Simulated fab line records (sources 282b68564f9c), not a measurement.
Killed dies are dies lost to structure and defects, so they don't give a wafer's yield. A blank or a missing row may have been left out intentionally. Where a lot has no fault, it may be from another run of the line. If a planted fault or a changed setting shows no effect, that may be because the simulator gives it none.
Comparing a struck lot with a sound one | flow rit_cmos | 43 steps out of a route of 202
Sound: wafers L714.2, L714.4, L714.6. The struck wafers were L718.1, L718.2, L718.3. The cause is given at the end.
Each step with rows lists, per side, the tool, then ch with its chambers, then its first start. Under that, the readings that differ: sound wafers | struck wafers | difference of the means | sigmas: that difference in standard deviations of wafers without a fault.
alike: a reading whose means differ by less than 2 such deviations, as well as words and numbers matching on both sides. not compared: withheld readings; readings where some wafer has no value; bounds like >300 that might hide an equal value; numbers whose values overlap and for which the record gives no deviation.
A row with sigmas, a row that says differs or no value, or rows on one side alone: a step with any of these is where the two part. Numbers that have no deviation but don't overlap get no sigmas and don't part them. A reading missing from all wafers of one side parts the sides only when that side holds two or more wafers.

first, 3 steps without rows for these wafers: RIT_PSD_HARDBAKE_07 (time 60 s); RIT_PSD_IMPLANT_08; RIT_PSD_STRIP_09 (strips in O2, time 180 s).
RIT_PSD_TW_MEAS_10:
  sound on film_metro-04 at day 4 12:52; struck on film_metro-02 at day 5 15:17
  alike: PSD_TW
then, 4 steps without rows for these wafers: RIT_SDANNEAL_CLEAN_00 (cleans in SC1, time 600 s); RIT_SDANNEAL_CLEAN_01 (cleans in dHF, time 30 s); RIT_SDANNEAL_CLEAN_02 (cleans in SC2, time 600 s); RIT_SDANNEAL_RTA_03 (time 5 s).
RIT_SDANNEAL_RS_MEAS_04: the measuring method here is four-point-probe.
  sound on film_metro-02 at day 4 13:22; struck on film_metro-02 at day 5 15:46
  alike: PSD_RS
RIT_SDANNEAL_RS_MEAS_05: the measuring method here is four-point-probe.
  sound on film_metro-02 at day 4 13:29; struck on film_metro-02 at day 5 15:53
  alike: NSD_RS
RIT_SDANNEAL_RS_MEAS_06: the measuring method here is four-point-probe.
  sound on film_metro-02 at day 4 13:36; struck on film_metro-02 at day 5 16:01
  alike: PLDD_RS
RIT_SDANNEAL_RS_MEAS_07: the measuring method here is four-point-probe.
  sound on film_metro-02 at day 4 13:43; struck on film_metro-02 at day 5 16:08
  alike: NLDD_RS
RIT_SILICIDE_WET_ETCH_00: etches SiO2 in BOE, target depth 14 nm, time 15.5 s.
  sound on wet_bench-02 ch 2, day 4 13:49; struck on wet_bench-03 ch 3, day 5 16:15
RIT_SILICIDE_SPUTTER_01: material Ti, target thk 30 nm, time 240 s.
  sound on pvd_sputter-01 at day 4 13:50; struck on pvd_sputter-01 at day 5 16:16
  alike: throttle_valve_pct
RIT_SILICIDE_RS_MEAS_02: the measuring method here is four-point-probe.
  sound on film_metro-03 at day 4 14:01; struck on film_metro-03 at day 5 16:25
  alike: SILICIDE_TI_RS
RIT_SILICIDE_THK_MEAS_03: measures by xrf.
  sound on film_metro-03 at day 4 14:07; struck on film_metro-03 at day 5 16:32
  alike: SILICIDE_TI_THK
then, 3 steps without rows for these wafers: RIT_SILICIDE_RTA_04 (time 10 s, ramp up 5 s, ramp down 5 s); RIT_SILICIDE_WET_ETCH_05 (etches Ti in SPM, time 120 s); RIT_SILICIDE_RTA_06 (time 10 s, ramp up 5 s, ramp down 10 s).
RIT_CONTACT_CVD_00: deposits SiO2 from TEOS, target thk 400 nm, time 61 s.
  sound on pecvd-03 ch 0,2, day 4 14:20; struck on pecvd-04 ch 0,1,2, day 5 16:46
  alike: heater_power_w
  not compared: since_wet_clean_h
RIT_CONTACT_THK_MEAS_01:
  sound on film_metro-01 at day 4 14:24; struck on film_metro-01 at day 5 16:49
  alike: CONTACT_TEOS_THK
then, 6 steps without rows for these wafers: RIT_CONTACT_HMDS_02 (prime time 60 s); RIT_CONTACT_COAT_03 (resist thk 1000 nm); RIT_CONTACT_SOFTBAKE_04 (time 60 s); RIT_CONTACT_EXPOSE_05 (exposes mask M11, target cd 1000 nm); RIT_CONTACT_PEB_06; RIT_CONTACT_DEVELOP_07 (develop time 120 s).
RIT_CONTACT_CD_MEAS_08 targets a cd of 1000 nm.
  sound on cd_sem-02 at day 4 15:35; struck on cd_sem-02 at day 5 17:51
  alike: cd_nm
RIT_CONTACT_OVL_MEAS_09:
  sound on overlay-02 at day 4 15:41; struck on overlay-02 at day 5 17:58
  alike: CONTACT_OVL
then, 1 step without rows for these wafers: RIT_CONTACT_HARDBAKE_10 (time 60 s).
RIT_CONTACT_ETCH_11: etches SiO2 in CHF3/CF4/Ar, stops on TiSi2, target depth 480 nm, time 320 s.
  sound on rie_diel-04 ch 1,2, day 4 15:52; struck on rie_diel-02 ch 0,1,3, day 5 18:09
  alike: cf4_flow_sccm, drypump_motor_current_A, oes_product_au, throttle_valve_pct
  not compared: rf_hours_counter_h
RIT_CONTACT_STRIP_12: strips in O2, time 180 s.
  sound on plasma_asher-03 ch 0,1, day 4 16:04; struck on plasma_asher-04 ch 0,1, day 5 18:21
  alike: drypump_motor_current_A, o2_flow_sccm
  not compared: rf_hours_counter_h
RIT_CONTACT_CD_MEAS_90 targets a cd of 1000 nm.
  sound on cd_sem-02 at day 4 16:15; struck on cd_sem-02 at day 5 18:31
  alike: cd_nm
then, 2 steps without rows for these wafers: RIT_CONTACT_CLEAN_13 (cleans in SC1, time 600 s); RIT_CONTACT_CLEAN_14 (cleans in SC2, time 600 s).
RIT_M1_SPUTTER_00: material Al, target thk 400 nm, time 500 s.
  sound on pvd_sputter-02 at day 4 16:42; struck on pvd_sputter-04 at day 5 18:59
  alike: throttle_valve_pct
RIT_M1_RS_MEAS_01: the measuring method here is four-point-probe.
  sound on film_metro-01 at day 4 17:01; struck on film_metro-01 at day 5 19:17
  reading           | sound                | struck               | difference | sigmas
  M1_AL_RS (ohm/sq) | 0.0708 0.0699 0.0699 | 0.0719 0.0718 0.0720 | +0.0017    | +2
RIT_M1_THK_MEAS_02: measures by xrf.
  sound on film_metro-01 at day 4 17:08; struck on film_metro-01 at day 5 19:25
  alike: M1_AL_THK
then, 4 steps without rows for these wafers: RIT_M1_HMDS_03 (prime time 60 s); RIT_M1_COAT_04 (resist thk 1300 nm); RIT_M1_SOFTBAKE_05 (time 60 s); RIT_M1_EXPOSE_06 (exposes mask M12, target cd 2600 nm).
RIT_M1_PROBE_99:
  sound on prober-02 at day 4 23:20; struck on prober-02 at day 5 23:24
  reading             | sound   | struck   | difference | sigmas
  killed_at_front_end | 14 12 9 | 21 19 22 | +9         | +3
  killed_dies         | 14 12 9 | 21 19 22 | +9         | +3
  killed_on_rim       | 2 3 5   | 9 9 11   | +6         | +5
  killed_short        | 9 5 5   | 1 1 4    | -4         | -2
  alike: killed_open

WHERE THEY PART
Earliest at RIT_M1_RS_MEAS_01; latest, in this record, at RIT_M1_PROBE_99.

WHY: what had been put in by the simulator
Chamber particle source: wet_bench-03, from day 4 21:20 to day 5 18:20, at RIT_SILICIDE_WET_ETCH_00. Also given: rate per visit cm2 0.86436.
